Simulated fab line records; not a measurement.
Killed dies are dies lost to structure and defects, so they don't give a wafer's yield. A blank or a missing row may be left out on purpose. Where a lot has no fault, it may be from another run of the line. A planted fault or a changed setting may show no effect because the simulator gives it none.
Problem report in the 8D (eight disciplines) form, filled by code	flow berkeleyCmos170	the parts of the form that need people (team, actions taken, sign-off) are left out

1. WHAT WENT WRONG
beamEnergyKeV at UCB170_PWELL_IMPLANT_15 reads a mean of 56.858 on 6 wafers of 2 lots; wafers without a fault read 60.004 with a standard deviation of 0.021. That is -99 or more standard deviations from the usual mean.
Seen first at day 6 01:11 on implanter-03, wafer L196.1. The record has a number at this step for 42 wafers belonging to 14 lots. Rule for "out", or "out of limits": more than 4 standard deviations from the usual mean. All remaining wafers that have a number are taken as sound.

2. WHAT IT IS AND WHAT IT IS NOT
question	is	is not
which readings at this step	beamEnergyKeV	-
which lots	L196, L197	L184, L185, L186, L187, L188, L190, L191, L192, L203, L204, L205, L206
which wafers of those lots	all that have a number	-
read on which tools	implanter-03	implanter-02, implanter-04
when	from day 6 01:11	up to then (24 sound wafers); but 12 sound wafers of L203, L204, L205, L206 came after

3. SUSPECTS, AND WHAT RULES EACH OUT
Counting: any tool at a process step up to the reading is kept as a suspect provided that every lot that is out went through it and no sound lot did after the first of them.
- implanter-03 at UCB170_PWELL_IMPLANT_15: kept. All lots that are out passed through it, beginning with L196 at day 6 01:11, and no sound lot followed; its final sound lot before that point was L192 at day 5 03:02. Its own beamEnergyKeV readings are out on those wafers.
Remaining after the count: implanter-03 at UCB170_PWELL_IMPLANT_15.

4. THE CAUSE (what the simulator had put in)
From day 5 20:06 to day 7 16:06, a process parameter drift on implanter-03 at UCB170_PWELL_IMPLANT_15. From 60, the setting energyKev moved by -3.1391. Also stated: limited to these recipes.
This tool alone remained once counting was done.

5. THE CHAIN OF EFFECTS, in route order
Rows list readings where the struck wafers' mean (over those with a number) sits beyond 3 standard deviations from the usual. Readings are gone through only where the record gives a usual standard deviation; hours: the median, over the lots, of the time from a lot's start at the first step in this table giving one to that lot's start at this step; sigmas: the change measured in usual standard deviations.
hours	step	reading	usual	on struck wafers	change	sigmas
0	UCB170_PWELL_IMPLANT_15	beamEnergyKeV	60.004	56.858	-3.146	-99 or more
Its process steps:
- UCB170_PWELL_IMPLANT_15

6. WHAT WOULD HAVE CAUGHT IT SOONER
The fault began at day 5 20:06; the first out-of-limits reading in this record came at day 6 01:11, 5 hours later.
